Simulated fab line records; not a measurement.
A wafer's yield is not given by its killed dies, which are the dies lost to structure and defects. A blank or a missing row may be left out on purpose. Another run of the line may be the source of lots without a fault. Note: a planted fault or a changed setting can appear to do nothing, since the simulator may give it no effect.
The tool behind it: which one?    flow berkeleyCmos170    Sampling: 7 lots, 21 wafers, 2 of 331 route steps

WHAT THE GAUGES READ, wafer by wafer
UCB170_GATE_CD_MEAS_12: the cd target is 350 nm.
lot   measured      on        cdNm (nm)
L143  day 6 06:08   cdSem-02  348.9 348.5 348.7
L144  day 6 19:41   cdSem-01  349.5 351.2 350.3
L149  day 7 22:30   cdSem-02  350.4 350.3 351.2
L148  day 7 22:11   cdSem-02  349.8 350.2 349.0
L158  day 9 00:43   cdSem-02  348.9 348.4 349.0
L161  day 10 02:06  cdSem-01  351.3 351.4 351.1
L164  day 10 13:00  cdSem-02  350.9 350.1 349.2

EACH LOT AND THE TOOL THAT RAN IT (in order: tool; ch and the chambers of the sampled wafers; start)
lot   UCB170_PFIELD_STRIP_08
L143  plasmaAsher-02 ch 0,1, day 4 12:40
L144  plasmaAsher-01 ch 0,1, day 5 02:08
L149  plasmaAsher-01 ch 0,1, day 6 01:11
L148  plasmaAsher-01 ch 0,1, day 6 01:30
L158  plasmaAsher-04 ch 0,1, day 7 08:54
L161  plasmaAsher-01 ch 1, day 8 07:58
L164  plasmaAsher-02 ch 0,1, day 8 21:02
- UCB170_PFIELD_STRIP_08: strips in O2.

THE ANSWER, worked out from the rows above alone
Rule: what is usual is taken from the lots themselves. The widest of any qualifying gaps counts: lots, ordered by their means at a reading, are off when they make up no more than a third of the lots, leave a main group of 4 or more, and stand apart from it by 3 or more times the standard deviation of that group's means. A main group whose means are all the same, to the digits that the tables above print for the reading, isn't used. Also off: a lot with no number at a reading for which 4 or more lots have one. The other lots that the step has rows for count as sound.
None of the lots is off at any reading shown; this tells nothing.

WHAT HAD BEEN PUT IN BY THE SIMULATOR
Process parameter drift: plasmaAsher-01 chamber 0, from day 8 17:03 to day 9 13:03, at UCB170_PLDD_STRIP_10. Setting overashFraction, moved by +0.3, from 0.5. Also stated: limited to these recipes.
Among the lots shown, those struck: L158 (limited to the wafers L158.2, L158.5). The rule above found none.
